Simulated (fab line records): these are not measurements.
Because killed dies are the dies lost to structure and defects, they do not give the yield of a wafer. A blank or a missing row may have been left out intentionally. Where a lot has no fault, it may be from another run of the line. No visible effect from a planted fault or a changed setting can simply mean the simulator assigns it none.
What tool caused it? || flow berkeley_cmos170 || Sampling: 15 lots, 45 wafers, 3 of 331 route steps

== WHAT EACH GAUGE READ, for each wafer ==
UCB170_PWELL_THK_MEAS_03. Usual: PWELL_OXIDE_THK 26.1 nm, standard deviation 0.47.
{"lot": "L320", "measured": "day 3 03:17", "on": "film_metro-01", "PWELL_OXIDE_THK (nm)": "25.9 26.2 26.0", "flag": ""}
{"lot": "L322", "measured": "day 3 03:18", "on": "film_metro-03", "PWELL_OXIDE_THK (nm)": "27.0 27.1 27.0", "flag": ""}
{"lot": "L321", "measured": "day 3 03:21", "on": "film_metro-04", "PWELL_OXIDE_THK (nm)": "26.1 26.3 26.7", "flag": ""}
{"lot": "L324", "measured": "day 3 23:50", "on": "film_metro-03", "PWELL_OXIDE_THK (nm)": "26.1 26.1 26.2", "flag": ""}
{"lot": "L325", "measured": "day 3 23:50", "on": "film_metro-04", "PWELL_OXIDE_THK (nm)": "26.2 26.0 25.9", "flag": ""}
{"lot": "L327", "measured": "day 4 04:12", "on": "film_metro-01", "PWELL_OXIDE_THK (nm)": "25.9 26.5 26.0", "flag": ""}
{"lot": "L326", "measured": "day 4 04:13", "on": "film_metro-03", "PWELL_OXIDE_THK (nm)": "26.5 25.8 26.8", "flag": ""}
{"lot": "L329", "measured": "day 4 15:29", "on": "film_metro-04", "PWELL_OXIDE_THK (nm)": "26.7 26.5 26.5", "flag": ""}
{"lot": "L330", "measured": "day 5 01:49", "on": "film_metro-01", "PWELL_OXIDE_THK (nm)": "26.2 25.9 26.1", "flag": ""}
{"lot": "L334", "measured": "day 6 01:59", "on": "film_metro-04", "PWELL_OXIDE_THK (nm)": "25.5 25.5 25.6", "flag": ""}
{"lot": "L335", "measured": "day 6 01:59", "on": "film_metro-01", "PWELL_OXIDE_THK (nm)": "26.0 26.5 26.4", "flag": ""}
{"lot": "L336", "measured": "day 6 02:01", "on": "film_metro-03", "PWELL_OXIDE_THK (nm)": "25.7 26.0 26.2", "flag": ""}
{"lot": "L340", "measured": "day 6 23:57", "on": "film_metro-03", "PWELL_OXIDE_THK (nm)": "26.4 26.1 25.8", "flag": ""}
{"lot": "L342", "measured": "day 7 21:39", "on": "film_metro-03", "PWELL_OXIDE_THK (nm)": "25.6 25.7 25.9", "flag": ""}
{"lot": "L343", "measured": "day 7 21:40", "on": "film_metro-01", "PWELL_OXIDE_THK (nm)": "25.7 26.2 26.3", "flag": ""}

UCB170_PWELL_THK_MEAS_06. Usual: PWELL_NITRIDE_THK 219.9 nm, standard deviation 1.6.
{"lot": "L320", "measured": "day 3 10:43", "on": "film_metro-04", "PWELL_NITRIDE_THK (nm)": "219.0 220.5 220.8", "flag": ""}
{"lot": "L322", "measured": "day 3 10:43", "on": "film_metro-01", "PWELL_NITRIDE_THK (nm)": "218.8 219.8 219.6", "flag": ""}
{"lot": "L321", "measured": "day 3 10:43", "on": "film_metro-03", "PWELL_NITRIDE_THK (nm)": "218.0 220.1 220.5", "flag": ""}
{"lot": "L324", "measured": "day 4 07:15", "on": "film_metro-03", "PWELL_NITRIDE_THK (nm)": "219.3 218.9 217.8", "flag": ""}
{"lot": "L325", "measured": "day 4 07:15", "on": "film_metro-04", "PWELL_NITRIDE_THK (nm)": "220.0 219.8 220.1", "flag": ""}
{"lot": "L327", "measured": "day 4 11:40", "on": "film_metro-01", "PWELL_NITRIDE_THK (nm)": "221.5 217.6 220.8", "flag": ""}
{"lot": "L326", "measured": "day 4 11:41", "on": "film_metro-04", "PWELL_NITRIDE_THK (nm)": "221.3 221.5 219.7", "flag": ""}
{"lot": "L329", "measured": "day 4 22:01", "on": "film_metro-03", "PWELL_NITRIDE_THK (nm)": "223.6 221.3 221.7", "flag": ""}
{"lot": "L330", "measured": "day 5 11:22", "on": "film_metro-04", "PWELL_NITRIDE_THK (nm)": "216.7 216.8 216.6", "flag": ""}
{"lot": "L334", "measured": "day 6 10:23", "on": "film_metro-03", "PWELL_NITRIDE_THK (nm)": "97.2 97.0 96.0", "flag": "OFF"}
{"lot": "L335", "measured": "day 6 10:24", "on": "film_metro-01", "PWELL_NITRIDE_THK (nm)": "99.7 100.0 98.5", "flag": "OFF"}
{"lot": "L336", "measured": "day 6 10:25", "on": "film_metro-04", "PWELL_NITRIDE_THK (nm)": "97.4 99.2 99.5", "flag": "OFF"}
{"lot": "L340", "measured": "day 7 10:57", "on": "film_metro-01", "PWELL_NITRIDE_THK (nm)": "222.0 223.0 222.5", "flag": ""}
{"lot": "L342", "measured": "day 8 05:31", "on": "film_metro-01", "PWELL_NITRIDE_THK (nm)": "220.6 221.8 220.6", "flag": ""}
{"lot": "L343", "measured": "day 8 05:32", "on": "film_metro-03", "PWELL_NITRIDE_THK (nm)": "219.5 218.4 217.6", "flag": ""}

== WHAT TOOL EACH LOT RAN ON (gives the tool, then ch and the chambers of the sampled wafers, and finally the start) ==
{"lot": "L320", "UCB170_PWELL_CVD_05": "lpcvd-01 ch 0, day 3 08:47"}
{"lot": "L322", "UCB170_PWELL_CVD_05": "lpcvd-01 ch 1, day 3 08:47"}
{"lot": "L321", "UCB170_PWELL_CVD_05": "lpcvd-01 ch 0, day 3 08:47"}
{"lot": "L324", "UCB170_PWELL_CVD_05": "lpcvd-02 ch 1, day 4 05:20"}
{"lot": "L325", "UCB170_PWELL_CVD_05": "lpcvd-02 ch 1, day 4 05:20"}
{"lot": "L327", "UCB170_PWELL_CVD_05": "lpcvd-01 ch 1, day 4 09:45"}
{"lot": "L326", "UCB170_PWELL_CVD_05": "lpcvd-01 ch 1, day 4 09:45"}
{"lot": "L329", "UCB170_PWELL_CVD_05": "lpcvd-01 ch 1, day 4 20:05"}
{"lot": "L330", "UCB170_PWELL_CVD_05": "lpcvd-02 ch 0, day 5 09:25"}
{"lot": "L334", "UCB170_PWELL_CVD_05": "lpcvd-01 ch 0, day 6 08:28"}
{"lot": "L335", "UCB170_PWELL_CVD_05": "lpcvd-01 ch 1, day 6 08:28"}
{"lot": "L336", "UCB170_PWELL_CVD_05": "lpcvd-01 ch 1, day 6 08:28"}
{"lot": "L340", "UCB170_PWELL_CVD_05": "lpcvd-02 ch 1, day 7 09:02"}
{"lot": "L342", "UCB170_PWELL_CVD_05": "lpcvd-02 ch 1, day 8 03:37"}
{"lot": "L343", "UCB170_PWELL_CVD_05": "lpcvd-02 ch 0, day 8 03:37"}
- UCB170_PWELL_CVD_05: deposits Si3N4 from SiH2Cl2/NH3, target thk 220 nm, time 3300 s.

== WHAT THE TOOLS THEMSELVES READ (means of the sampled wafers that have a number; where no wafer has one, the mark that the record gives instead) ==
UCB170_PWELL_CVD_05. Usual: nh3_flow_sccm 74.98 sccm, standard deviation 0.21; spike_tc_source_C 823.1 C, standard deviation 1.4; susceptor_temp_C 800.0 C, standard deviation 0.33.
{"lot": "L320", "tool": "lpcvd-01", "nh3_flow_sccm (sccm)": 75.08, "spike_tc_source_C (C)": 821.1, "susceptor_temp_C (C)": 800.1, "flag": ""}
{"lot": "L322", "tool": "lpcvd-01", "nh3_flow_sccm (sccm)": 75.17, "spike_tc_source_C (C)": 822.3, "susceptor_temp_C (C)": 800.4, "flag": ""}
{"lot": "L321", "tool": "lpcvd-01", "nh3_flow_sccm (sccm)": 75.32, "spike_tc_source_C (C)": 820.8, "susceptor_temp_C (C)": 799.7, "flag": ""}
{"lot": "L324", "tool": "lpcvd-02", "nh3_flow_sccm (sccm)": 74.79, "spike_tc_source_C (C)": 824.0, "susceptor_temp_C (C)": 799.5, "flag": ""}
{"lot": "L325", "tool": "lpcvd-02", "nh3_flow_sccm (sccm)": 74.94, "spike_tc_source_C (C)": 823.5, "susceptor_temp_C (C)": 799.9, "flag": ""}
{"lot": "L327", "tool": "lpcvd-01", "nh3_flow_sccm (sccm)": 75.18, "spike_tc_source_C (C)": 822.8, "susceptor_temp_C (C)": 800.0, "flag": ""}
{"lot": "L326", "tool": "lpcvd-01", "nh3_flow_sccm (sccm)": 74.76, "spike_tc_source_C (C)": 822.5, "susceptor_temp_C (C)": 799.6, "flag": ""}
{"lot": "L329", "tool": "lpcvd-01", "nh3_flow_sccm (sccm)": 75.08, "spike_tc_source_C (C)": 823.1, "susceptor_temp_C (C)": 800.1, "flag": ""}
{"lot": "L330", "tool": "lpcvd-02", "nh3_flow_sccm (sccm)": 75.03, "spike_tc_source_C (C)": 823.9, "susceptor_temp_C (C)": 799.7, "flag": ""}
{"lot": "L334", "tool": "lpcvd-01", "nh3_flow_sccm (sccm)": 75.11, "spike_tc_source_C (C)": 821.3, "susceptor_temp_C (C)": 800.3, "flag": ""}
{"lot": "L335", "tool": "lpcvd-01", "nh3_flow_sccm (sccm)": 74.80, "spike_tc_source_C (C)": 823.3, "susceptor_temp_C (C)": 799.5, "flag": ""}
{"lot": "L336", "tool": "lpcvd-01", "nh3_flow_sccm (sccm)": 75.03, "spike_tc_source_C (C)": 822.2, "susceptor_temp_C (C)": 799.7, "flag": ""}
{"lot": "L340", "tool": "lpcvd-02", "nh3_flow_sccm (sccm)": 75.26, "spike_tc_source_C (C)": 823.3, "susceptor_temp_C (C)": 800.1, "flag": ""}
{"lot": "L342", "tool": "lpcvd-02", "nh3_flow_sccm (sccm)": 74.74, "spike_tc_source_C (C)": 823.5, "susceptor_temp_C (C)": 800.0, "flag": ""}
{"lot": "L343", "tool": "lpcvd-02", "nh3_flow_sccm (sccm)": 74.88, "spike_tc_source_C (C)": 823.5, "susceptor_temp_C (C)": 800.1, "flag": ""}

== THE ANSWER, worked out from the rows above alone ==
Rule: lot off if the mean of its wafers having a number is beyond 3 standard deviations from the usual mean. Also off: a lot with no number at a reading for which 4 or more lots have one. Any other lot the step has rows for is counted as sound. Order of review: gauges by route order, followed by the tools' own readings, for which a lot's mean as printed above is used. The first step at which some lot is off is used, and at that step the reading that is off furthest; a lot without a number counts as furthest.
Off: L334, L335, L336, seen at UCB170_PWELL_THK_MEAS_06 (PWELL_NITRIDE_THK).
A tool fits if, at a process step before that reading, it ran every lot that is off, and no sound lot after the first of them. Those tools and the gauges at UCB170_PWELL_THK_MEAS_06 are tried in the same way. One fits: UCB170_PWELL_CVD_05 on lpcvd-01. Its last sound lot is L329 (day 4 20:05), its first lot that is off L334 (day 6 08:28): a fault that began between those two fits.

== WHAT HAD BEEN PUT IN BY THE SIMULATOR ==
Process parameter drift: lpcvd-01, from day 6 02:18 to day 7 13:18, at UCB170_PWELL_CVD_05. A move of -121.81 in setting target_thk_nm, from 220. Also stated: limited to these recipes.
Shown lots that were struck: L334, L335, L336. The rule above found the same.
